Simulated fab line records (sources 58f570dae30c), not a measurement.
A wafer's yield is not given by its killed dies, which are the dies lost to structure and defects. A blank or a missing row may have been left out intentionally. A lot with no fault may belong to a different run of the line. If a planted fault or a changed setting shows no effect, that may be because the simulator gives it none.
fab line records :: flow berkeleyCmos170 :: part 2 of 2: steps 34 to 45 of 45
record:
  lots: 5
  wafers: 15
  lastDay: 12
route steps=331 shown PLDD@156 NLDD@158 SPACER@171 PSD@175 NSD@187 BACKSIDE@199
lots with no fault: from the same line, run without faults
startH: start of the lot's first displayed wafer, in hours after the record's first day :: waitH: hours since the lot's step before :: " unchanged from the row above :: L1.1+2: one row covering several wafers at once :: - no value present, or no start provided :: * or withheld: withheld :: < > ~ a bound
route shown NAME@n: NAME is a module with steps in the file, n the number in the route of the first one :: usual: mean/standard deviation taken from wafers without a fault :: same: alike in all rows :: chamber/n: place in a boat :: sites: per-site readings :: _std_site: the standard deviation of these :: _edge_site: mean of outer sites minus mean of inner sites :: radiusMm: for every site, how far away it sits from the centre of the wafer :: mask NAME#n: copy n :: behind: the last tool/chamber to shape the wafer :: hold: what put the lot on hold/how long, in hours/how the hold closed :: device: transistor that didn't switch, given as n, p or np :: end of line: the tests these same wafers got at the end of their route :: a step with no rows: only its recipe :: killed: dies that structure and defects cost at the first sort, which is not the same as the wafer's yield :: map: dies across one wafer; x = killed, . = not, _ = none there
set.NAME: the setting the step ran with; set.NAME@STEP: the setting that earlier step ran with :: model.NAME: the simulator's own value behind a step, which no gauge read
certain route steps with their lots: each step a table, each wafer a row
services: a tool's chamber out of use, with start hour (startH, from the record's first day; less than 0 if before it), hours out, and reason
== steps ==
step: UCB170_NSD_SOFTBAKE_02
recipe:
  resist: KrF
  tempC: 130
  timeS: 60
lot.wafer: L078.4+5+6
tool: lithoTrack-01
chamber: 0
startH: 171.44
waitH: 0.1

lot.wafer: L077.3+5+6
tool: lithoTrack-04
chamber: 0
startH: 171.60
waitH: 0.1

lot.wafer: L083.2+3+6
tool: lithoTrack-02
chamber: 0
startH: 201.02
waitH: 0.1

lot.wafer: L085.1+4+5
tool: lithoTrack-02
chamber: 0
startH: 216.36
waitH: 0.1

lot.wafer: L095.2+3+5
tool: lithoTrack-04
chamber: 0
startH: 263.95
waitH: 0.1
step: UCB170_NSD_EXPOSE_03
recipe:
  maskId: NSELECT_MOD
  na: 0.5
  sigmaOuter: 0.6
  sourceShape: conventional
  targetCdNm: 1200
  doseMj: 30
usual:
  reticleTempC: 22.98/0.1
  stageVelMmS: 499.99/0.27
lot.wafer: L078.4
tool: krfScanner-01
chamber: 0
startH: 171.57
waitH: 0.1
mask: NSELECT_MOD#0
reticleTempC: 23.10
stageVelMmS: 499.79

lot.wafer: L078.5
tool: krfScanner-01
chamber: 0
startH: 171.57
waitH: 0.1
mask: NSELECT_MOD#0
reticleTempC: 23.00
stageVelMmS: 499.75

lot.wafer: L078.6
tool: krfScanner-01
chamber: 0
startH: 171.57
waitH: 0.1
mask: NSELECT_MOD#0
reticleTempC: 22.95
stageVelMmS: 499.81

lot.wafer: L077.3
tool: krfScanner-01
chamber: 0
startH: 171.74
waitH: 0.1
mask: NSELECT_MOD#0
reticleTempC: 23.03
stageVelMmS: 499.70

lot.wafer: L077.5
tool: krfScanner-01
chamber: 0
startH: 171.74
waitH: 0.1
mask: NSELECT_MOD#0
reticleTempC: 22.94
stageVelMmS: 499.32

lot.wafer: L077.6
tool: krfScanner-01
chamber: 0
startH: 171.74
waitH: 0.1
mask: NSELECT_MOD#0
reticleTempC: 22.84
stageVelMmS: 499.53

lot.wafer: L083.2
tool: krfScanner-01
chamber: 0
startH: 201.53
waitH: 0.5
mask: NSELECT_MOD#0
reticleTempC: 23.11
stageVelMmS: 500.06

lot.wafer: L083.3
tool: krfScanner-01
chamber: 0
startH: 201.53
waitH: 0.5
mask: NSELECT_MOD#0
reticleTempC: 22.91
stageVelMmS: 500.11

lot.wafer: L083.6
tool: krfScanner-01
chamber: 0
startH: 201.53
waitH: 0.5
mask: NSELECT_MOD#0
reticleTempC: 22.96
stageVelMmS: 500.19

lot.wafer: L085.1
tool: krfScanner-02
chamber: 0
startH: 216.63
waitH: 0.2
mask: NSELECT_MOD#0
reticleTempC: 22.97
stageVelMmS: 499.85

lot.wafer: L085.4
tool: krfScanner-02
chamber: 0
startH: 216.63
waitH: 0.2
mask: NSELECT_MOD#0
reticleTempC: 22.85
stageVelMmS: 499.77

lot.wafer: L085.5
tool: krfScanner-02
chamber: 0
startH: 216.63
waitH: 0.2
mask: NSELECT_MOD#0
reticleTempC: 22.87
stageVelMmS: 499.67

lot.wafer: L095.2
tool: krfScanner-01
chamber: 0
startH: 264.32
waitH: 0.4
mask: NSELECT_MOD#0
reticleTempC: 23.04
stageVelMmS: 500.24

lot.wafer: L095.3
tool: krfScanner-01
chamber: 0
startH: 264.32
waitH: 0.4
mask: NSELECT_MOD#0
reticleTempC: 23.07
stageVelMmS: 499.72

lot.wafer: L095.5
tool: krfScanner-01
chamber: 0
startH: 264.32
waitH: 0.4
mask: NSELECT_MOD#0
reticleTempC: 23.00
stageVelMmS: 499.83
step: UCB170_NSD_PEB_04
recipe:
  pebTempC: 130
  pebTimeS: withheld
  resist: KrF
lot.wafer: L077.3+5+6
tool: lithoTrack-04
chamber: 0
startH: 172.47
waitH: 0.7

lot.wafer: L078.4+5+6
tool: lithoTrack-01
chamber: 0
startH: 172.49
waitH: 0.9

lot.wafer: L083.2+3+6
tool: lithoTrack-02
chamber: 0
startH: 201.65
waitH: 0.1

lot.wafer: L085.1+4+5
tool: lithoTrack-01
chamber: 0
startH: 216.76
waitH: 0.1

lot.wafer: L095.2+3+5
tool: lithoTrack-04
chamber: 0
startH: 265.27
waitH: 0.9
step: UCB170_NSD_DEVELOP_05
recipe:
  developer: TMAH
  developTimeS: 45
  resist: KrF
  devTempC: 21
lot.wafer: L077.3+5+6
tool: lithoTrack-04
chamber: 0
startH: -
waitH: -

lot.wafer: L078.4+5+6
tool: lithoTrack-01
chamber: 0
startH: -
waitH: -

lot.wafer: L083.2+3+6
tool: lithoTrack-02
chamber: 0
startH: -
waitH: -

lot.wafer: L085.1+4+5
tool: lithoTrack-01
chamber: 0
startH: -
waitH: -

lot.wafer: L095.2+3+5
tool: lithoTrack-04
chamber: 0
startH: -
waitH: -
step: UCB170_NSD_CD_MEAS_06
recipe:
  targetCdNm: 1200
usual:
  cdNm: 1200.1/1.4
lot.wafer: L078.4
tool: cdSem-01
chamber: -
startH: 172.75
waitH: -
cdNm: 1198.0

lot.wafer: L078.5
tool: cdSem-01
chamber: -
startH: 172.75
waitH: -
cdNm: 1198.7

lot.wafer: L078.6
tool: cdSem-01
chamber: -
startH: 172.75
waitH: -
cdNm: 1197.0

lot.wafer: L077.3
tool: cdSem-02
chamber: -
startH: 172.76
waitH: -
cdNm: 1198.0

lot.wafer: L077.5
tool: cdSem-02
chamber: -
startH: 172.76
waitH: -
cdNm: 1199.5

lot.wafer: L077.6
tool: cdSem-02
chamber: -
startH: 172.76
waitH: -
cdNm: 1198.5

lot.wafer: L083.2
tool: cdSem-02
chamber: -
startH: 201.92
waitH: -
cdNm: 1201.7

lot.wafer: L083.3
tool: cdSem-02
chamber: -
startH: 201.92
waitH: -
cdNm: 1201.6

lot.wafer: L083.6
tool: cdSem-02
chamber: -
startH: 201.92
waitH: -
cdNm: 1201.3

lot.wafer: L085.1
tool: cdSem-01
chamber: -
startH: 217.04
waitH: -
cdNm: 1197.2

lot.wafer: L085.4
tool: cdSem-01
chamber: -
startH: 217.04
waitH: -
cdNm: 1198.5

lot.wafer: L085.5
tool: cdSem-01
chamber: -
startH: 217.04
waitH: -
cdNm: 1199.4

lot.wafer: L095.2
tool: cdSem-01
chamber: -
startH: 265.64
waitH: -
cdNm: 1201.2

lot.wafer: L095.3
tool: cdSem-01
chamber: -
startH: 265.64
waitH: -
cdNm: 1200.9

lot.wafer: L095.5
tool: cdSem-01
chamber: -
startH: 265.64
waitH: -
cdNm: 1201.5
step: UCB170_NSD_OVL_MEAS_07
usual:
  NSD_OVL: 2/5.5
lot.wafer: L078.4
tool: overlay-02
chamber: -
startH: 172.83
waitH: 0.1
NSD_OVL[nm]: 4

lot.wafer: L078.5
tool: overlay-02
chamber: -
startH: 172.83
waitH: 0.1
NSD_OVL[nm]: -3

lot.wafer: L078.6
tool: overlay-02
chamber: -
startH: 172.83
waitH: 0.1
NSD_OVL[nm]: 2

lot.wafer: L077.3
tool: overlay-01
chamber: -
startH: 172.85
waitH: 0.1
NSD_OVL[nm]: 8

lot.wafer: L077.5
tool: overlay-01
chamber: -
startH: 172.85
waitH: 0.1
NSD_OVL[nm]: 7

lot.wafer: L077.6
tool: overlay-01
chamber: -
startH: 172.85
waitH: 0.1
NSD_OVL[nm]: 1

lot.wafer: L083.2
tool: overlay-02
chamber: -
startH: 202.03
waitH: 0.1
NSD_OVL[nm]: -4

lot.wafer: L083.3
tool: overlay-02
chamber: -
startH: 202.03
waitH: 0.1
NSD_OVL[nm]: 2

lot.wafer: L083.6
tool: overlay-02
chamber: -
startH: 202.03
waitH: 0.1
NSD_OVL[nm]: 5

lot.wafer: L085.1
tool: overlay-01
chamber: -
startH: 217.16
waitH: 0.1
NSD_OVL[nm]: -8

lot.wafer: L085.4
tool: overlay-01
chamber: -
startH: 217.16
waitH: 0.1
NSD_OVL[nm]: -5

lot.wafer: L085.5
tool: overlay-01
chamber: -
startH: 217.16
waitH: 0.1
NSD_OVL[nm]: -2

lot.wafer: L095.2
tool: overlay-01
chamber: -
startH: 265.74
waitH: 0.1
NSD_OVL[nm]: 10

lot.wafer: L095.3
tool: overlay-01
chamber: -
startH: 265.74
waitH: 0.1
NSD_OVL[nm]: 7

lot.wafer: L095.5
tool: overlay-01
chamber: -
startH: 265.74
waitH: 0.1
NSD_OVL[nm]: 12
step: UCB170_NSD_IMPLANT_08
recipe:
  species: P
  doseCm2: 3e+15
  energyKev: 39.22
  tiltDeg: 7
lot.wafer: L078.4+5+6
tool: implanter-03
chamber: 0
startH: 172.92
waitH: 0.1

lot.wafer: L077.3+5+6
tool: implanter-02
chamber: 0
startH: 173.00
waitH: 0.1

lot.wafer: L083.2+3+6
tool: implanter-01
chamber: 0
startH: 202.08
waitH: 0.0

lot.wafer: L085.1+4+5
tool: implanter-02
chamber: 0
startH: 217.19
waitH: 0.0

lot.wafer: L095.2+3+5
tool: implanter-02
chamber: 0
startH: 265.80
waitH: 0.0
step: UCB170_NSD_STRIP_09
recipe:
  chemistry: O2
  powerW: 400
  pressureMtorr: 3500
  platenTempC: withheld
  o2FlowSccm: 400
  overashFraction: 0.5
usual:
  drypumpMotorCurrentA: 5.79/0.28
  oesProductAu: 0.537/0.0045
  stripTimeToEndpointS: 35.58/0.09
lot.wafer: L078.4
tool: plasmaAsher-03
chamber: 0
startH: 173.03
waitH: 0.1
drypumpMotorCurrentA: 5.60
oesProductAu: 0.540
rfHoursCounterH: -
stripTimeToEndpointS: 35.62

lot.wafer: L078.5
tool: plasmaAsher-03
chamber: 0
startH: 173.03
waitH: 0.1
drypumpMotorCurrentA: 5.61
oesProductAu: 0.536
rfHoursCounterH: -
stripTimeToEndpointS: 35.53

lot.wafer: L078.6
tool: plasmaAsher-03
chamber: 1
startH: 173.03
waitH: 0.1
drypumpMotorCurrentA: 5.57
oesProductAu: 0.536
rfHoursCounterH: -
stripTimeToEndpointS: 35.58

lot.wafer: L077.3
tool: plasmaAsher-04
chamber: 0
startH: 173.13
waitH: 0.1
drypumpMotorCurrentA: 5.65
oesProductAu: 0.540
rfHoursCounterH: -
stripTimeToEndpointS: 35.67

lot.wafer: L077.5
tool: plasmaAsher-04
chamber: 0
startH: 173.13
waitH: 0.1
drypumpMotorCurrentA: 5.64
oesProductAu: 0.529
rfHoursCounterH: -
stripTimeToEndpointS: 35.64

lot.wafer: L077.6
tool: plasmaAsher-04
chamber: 1
startH: 173.13
waitH: 0.1
drypumpMotorCurrentA: 6.06
oesProductAu: 0.534
rfHoursCounterH: -
stripTimeToEndpointS: 35.68

lot.wafer: L083.2
tool: plasmaAsher-04
chamber: 0
startH: 202.21
waitH: 0.1
drypumpMotorCurrentA: 5.64
oesProductAu: 0.535
rfHoursCounterH: 46
stripTimeToEndpointS: 35.36

lot.wafer: L083.3
tool: plasmaAsher-04
chamber: 0
startH: 202.21
waitH: 0.1
drypumpMotorCurrentA: 5.66
oesProductAu: 0.536
rfHoursCounterH: -
stripTimeToEndpointS: 35.42

lot.wafer: L083.6
tool: plasmaAsher-04
chamber: 1
startH: 202.21
waitH: 0.1
drypumpMotorCurrentA: 6.05
oesProductAu: 0.541
rfHoursCounterH: -
stripTimeToEndpointS: 35.42

lot.wafer: L085.1
tool: plasmaAsher-04
chamber: 0
startH: 217.34
waitH: 0.1
drypumpMotorCurrentA: 5.70
oesProductAu: 0.546
rfHoursCounterH: 48
stripTimeToEndpointS: 35.67

lot.wafer: L085.4
tool: plasmaAsher-04
chamber: 0
startH: 217.34
waitH: 0.1
drypumpMotorCurrentA: 5.68
oesProductAu: 0.539
rfHoursCounterH: -
stripTimeToEndpointS: 35.70

lot.wafer: L085.5
tool: plasmaAsher-04
chamber: 0
startH: 217.34
waitH: 0.1
drypumpMotorCurrentA: 5.67
oesProductAu: 0.526
rfHoursCounterH: -
stripTimeToEndpointS: 35.59

lot.wafer: L095.2
tool: plasmaAsher-02
chamber: 1
startH: 265.92
waitH: 0.1
drypumpMotorCurrentA: 5.73
oesProductAu: 0.544
rfHoursCounterH: 49
stripTimeToEndpointS: 35.58

lot.wafer: L095.3
tool: plasmaAsher-02
chamber: 1
startH: 265.92
waitH: 0.1
drypumpMotorCurrentA: 5.70
oesProductAu: 0.537
rfHoursCounterH: -
stripTimeToEndpointS: 35.52

lot.wafer: L095.5
tool: plasmaAsher-02
chamber: 1
startH: 265.92
waitH: 0.1
drypumpMotorCurrentA: 5.71
oesProductAu: 0.539
rfHoursCounterH: -
stripTimeToEndpointS: 35.49
step: UCB170_NSD_TW_MEAS_10
usual:
  NSD_TW: 4150/16
lot.wafer: L078.4
tool: filmMetro-01
chamber: -
startH: 173.13
waitH: 0.1
NSD_TW: 4123

lot.wafer: L078.5
tool: filmMetro-01
chamber: -
startH: 173.13
waitH: 0.1
NSD_TW: 4146

lot.wafer: L078.6
tool: filmMetro-01
chamber: -
startH: 173.13
waitH: 0.1
NSD_TW: 4147

lot.wafer: L077.3
tool: filmMetro-02
chamber: -
startH: 173.22
waitH: 0.1
NSD_TW: 4145

lot.wafer: L077.5
tool: filmMetro-02
chamber: -
startH: 173.22
waitH: 0.1
NSD_TW: 4148

lot.wafer: L077.6
tool: filmMetro-02
chamber: -
startH: 173.22
waitH: 0.1
NSD_TW: 4152

lot.wafer: L083.2
tool: filmMetro-02
chamber: -
startH: 202.32
waitH: 0.1
NSD_TW: 4157

lot.wafer: L083.3
tool: filmMetro-02
chamber: -
startH: 202.32
waitH: 0.1
NSD_TW: 4174

lot.wafer: L083.6
tool: filmMetro-02
chamber: -
startH: 202.32
waitH: 0.1
NSD_TW: 4176

lot.wafer: L085.1
tool: filmMetro-02
chamber: -
startH: 217.44
waitH: 0.1
NSD_TW: 4153

lot.wafer: L085.4
tool: filmMetro-02
chamber: -
startH: 217.44
waitH: 0.1
NSD_TW: 4150

lot.wafer: L085.5
tool: filmMetro-02
chamber: -
startH: 217.44
waitH: 0.1
NSD_TW: 4131

lot.wafer: L095.2
tool: filmMetro-01
chamber: -
startH: 266.03
waitH: 0.1
NSD_TW: 4155

lot.wafer: L095.3
tool: filmMetro-01
chamber: -
startH: 266.03
waitH: 0.1
NSD_TW: 4146

lot.wafer: L095.5
tool: filmMetro-01
chamber: -
startH: 266.03
waitH: 0.1
NSD_TW: 4153
step: UCB170_NSD_CLEAN_11
recipe:
  chemistry: SPM
  tempC: 120
  timeS: 600
lot.wafer: L078.4+5+6
tool: wetBench-04
chamber: 0
startH: 173.16
waitH: 0.0

lot.wafer: L077.3+5+6
tool: wetBench-04
chamber: 3
startH: 173.33
waitH: 0.1

lot.wafer: L083.2+3+6
tool: wetBench-04
chamber: 1
startH: 202.37
waitH: 0.0

lot.wafer: L085.1+4+5
tool: wetBench-04
chamber: 1
startH: 217.50
waitH: 0.1

lot.wafer: L095.2+3+5
tool: wetBench-01
chamber: 2
startH: 266.08
waitH: 0.0
step: UCB170_BACKSIDE_HMDS_00
recipe:
  primeTimeS: 60
  primeTempC: 100
lot.wafer: L078.4+5+6
tool: lithoTrack-03
chamber: 0
startH: 173.41
waitH: 0.1

lot.wafer: L077.3+5+6
tool: lithoTrack-02
chamber: 0
startH: 173.56
waitH: 0.1

lot.wafer: L083.2+3+6
tool: lithoTrack-02
chamber: 0
startH: 202.57
waitH: 0.0

lot.wafer: L085.1+4+5
tool: lithoTrack-02
chamber: 0
startH: 218.11
waitH: 0.4

lot.wafer: L095.2+3+5
tool: lithoTrack-01
chamber: 0
startH: 266.54
waitH: 0.3
step: UCB170_BACKSIDE_COAT_01
recipe:
  resist: KrF
  spinRpm: 1500
  resistThkNm: 900
lot.wafer: L078.4+5+6
tool: lithoTrack-03
chamber: 0
startH: 173.56
waitH: 0.1

lot.wafer: L077.3+5+6
tool: lithoTrack-02
chamber: 0
startH: 173.71
waitH: 0.1

lot.wafer: L083.2+3+6
tool: lithoTrack-02
chamber: 0
startH: 202.72
waitH: 0.1

lot.wafer: L085.1+4+5
tool: lithoTrack-02
chamber: 0
startH: 218.26
waitH: 0.1

lot.wafer: L095.2+3+5
tool: lithoTrack-01
chamber: 0
startH: 266.69
waitH: 0.1
== services ==
tool: implanter-01
chamber: -
startH: 135.15
hours: 45.7
kind: repair

tool: krfScanner-02
chamber: -
startH: 135.82
hours: 1.0
kind: pm

tool: plasmaAsher-04
chamber: -
startH: 140.39
hours: 13.0
kind: repair

tool: implanter-01
chamber: -
startH: 143.83
hours: 2.6
kind: repair

tool: wetBench-01
chamber: -
startH: 158.97
hours: 4.4
kind: pm

tool: pecvd-04
chamber: 1
startH: 163.73
hours: 6.0
kind: repair

tool: rieDiel-02
chamber: -
startH: 172.64
hours: 2.8
kind: pm

tool: rieDiel-04
chamber: 1
startH: 174.25
hours: 3.1
kind: repair

tool: implanter-04
chamber: -
startH: 178.01
hours: 2.5
kind: pm

tool: furnace-04
chamber: -
startH: 180.14
hours: 4.0
kind: pm

tool: krfScanner-02
chamber: -
startH: 191.44
hours: 1.3
kind: pm

tool: krfScanner-02
chamber: -
startH: 193.55
hours: 0.5
kind: repair

tool: rieDiel-04
chamber: -
startH: 195.02
hours: 15.6
kind: pm

tool: implanter-01
chamber: -
startH: 196.81
hours: 1.3
kind: repair

tool: rieDiel-02
chamber: 1
startH: 207.48
hours: 3.6
kind: repair

tool: implanter-03
chamber: -
startH: 214.18
hours: 1.7
kind: repair

tool: implanter-04
chamber: -
startH: 215.39
hours: 1.8
kind: repair

tool: plasmaAsher-02
chamber: -
startH: 220.74
hours: 6.0
kind: repair

tool: rieDiel-04
chamber: 0
startH: 222.63
hours: 2.7
kind: repair

tool: implanter-03
chamber: -
startH: 225.61
hours: 2.5
kind: pm

tool: krfScanner-01
chamber: -
startH: 226.99
hours: 0.8
kind: pm

tool: krfScanner-01
chamber: -
startH: 228.66
hours: 1.3
kind: pm

tool: rieDiel-01
chamber: 1
startH: 256.85
hours: 9.6
kind: repair

tool: plasmaAsher-03
chamber: -
startH: 265.03
hours: 10.4
kind: repair
